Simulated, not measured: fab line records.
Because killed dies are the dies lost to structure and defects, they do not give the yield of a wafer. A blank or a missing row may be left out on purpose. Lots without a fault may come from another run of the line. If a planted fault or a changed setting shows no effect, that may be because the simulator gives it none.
Which of the tools did it? -- flow berkeley-cmos170 -- 14 lots, 42 wafers sampled, at 3 steps of a route of 331

## WHAT THE GAUGES SHOWED, per wafer
UCB170_V1_BOW_MEAS_03. Usual: V1_BOW gives 19 um (standard deviation 6.9).
lot,measured,on,V1_BOW (um),flag
L156,day 7 20:26,film-metro-03,27 23 11,
L157,day 7 20:27,film-metro-02,26 19 25,
L159,day 7 20:44,film-metro-04,20 23 16,
L155,day 7 20:45,film-metro-02,21 22 18,
L158,day 7 21:03,film-metro-03,12 13 16,
L161,day 8 18:02,film-metro-03,9 10 23,
L163,day 8 20:35,film-metro-04,6 22 21,
L169,day 10 16:40,film-metro-02,6 14 22,
L170,day 10 17:16,film-metro-04,18 31 15,
L172,day 10 23:11,film-metro-03,20 26 13,
L171,day 10 23:16,film-metro-02,20 18 11,
L173,day 11 04:38,film-metro-03,23 15 22,
L175,day 11 05:00,film-metro-02,21 8 7,
L178,day 11 22:37,film-metro-04,20 23 32,

UCB170_V2_CD_MEAS_90: target cd 700 nm. Usual: cd-nm at 700.6 nm, with a standard deviation of 1.3.
lot,measured,on,cd-nm (nm),flag
L156,day 8 04:31,cd-sem-02,698.9 699.4 699.2,
L157,day 8 04:58,cd-sem-02,700.4 701.7 700.3,
L159,day 8 05:19,cd-sem-01,702.5 700.7 702.9,
L155,day 8 05:37,cd-sem-01,700.1 699.9 700.5,
L158,day 8 05:58,cd-sem-02,701.1 701.9 701.6,
L161,day 9 03:11,cd-sem-02,698.6 699.8 698.8,
L163,day 9 06:00,cd-sem-02,700.8 701.4 701.6,
L169,day 11 00:58,cd-sem-01,701.0 700.9 701.1,
L170,day 11 02:07,cd-sem-02,697.3 698.9 700.7,
L172,day 11 08:52,cd-sem-01,699.5 698.2 699.0,
L171,day 11 09:02,cd-sem-02,701.9 702.7 700.9,
L173,day 11 16:44,cd-sem-01,701.0 702.3 699.4,
L175,day 11 17:02,cd-sem-02,698.9 699.3 701.1,
L178,day 12 06:19,cd-sem-01,700.4 700.7 700.5,

UCB170_M3_OVL_MEAS_16. Usual: M3_OVL gives -1 nm (standard deviation 5.3).
lot,measured,on,M3_OVL (nm),flag
L156,day 8 06:48,overlay-01,-5 -6 3,
L157,day 8 07:27,overlay-02,5 4 9,
L159,day 8 07:58,overlay-02,-3 -5 -2,
L155,day 8 08:15,overlay-02,-2 10 2,
L158,day 8 08:44,overlay-01,-3 -9 -6,
L161,day 9 05:58,overlay-01,9 -5 2,
L163,day 9 08:47,overlay-01,-15 -3 -6,
L169,day 11 03:52,overlay-01,-10 -6 0,
L170,day 11 05:25,overlay-02,1 -9 -13,
L172,day 11 11:55,overlay-02,-4 -1 3,
L171,day 11 12:10,overlay-01,1 0 0,
L173,day 11 19:24,overlay-01,-3 -9 -10,
L175,day 11 19:40,overlay-02,0 -6 -3,
L178,day 12 08:46,overlay-02,-5 -13 -9,

## EACH LOT AND THE TOOL THAT RAN IT (in order: tool; ch and the chambers of the sampled wafers; start)
The record shows no process step preceding these readings.

## WHAT THE TOOLS THEMSELVES READ (means of the sampled wafers that have a number; where no wafer has one, the mark that the record gives instead)
The record holds no such reading with a usual standard deviation.

## THE ANSWER, worked out from the rows above alone
Rule: lot off if the mean of its wafers having a number is beyond 3 standard deviations from the usual mean. A lot without any number at a reading at which 4 lots or more have one is off too. The other lots that the step has rows for count as sound. Order of review: gauges by route order, followed by the tools' own readings, for which a lot's mean as printed above is used. At the first step where some lot is off, the reading lying furthest off is the one used; lots without a number count as furthest.
No lot is off on any of the readings shown, so nothing can be concluded from this.

## WHAT THE SIMULATOR PUT IN
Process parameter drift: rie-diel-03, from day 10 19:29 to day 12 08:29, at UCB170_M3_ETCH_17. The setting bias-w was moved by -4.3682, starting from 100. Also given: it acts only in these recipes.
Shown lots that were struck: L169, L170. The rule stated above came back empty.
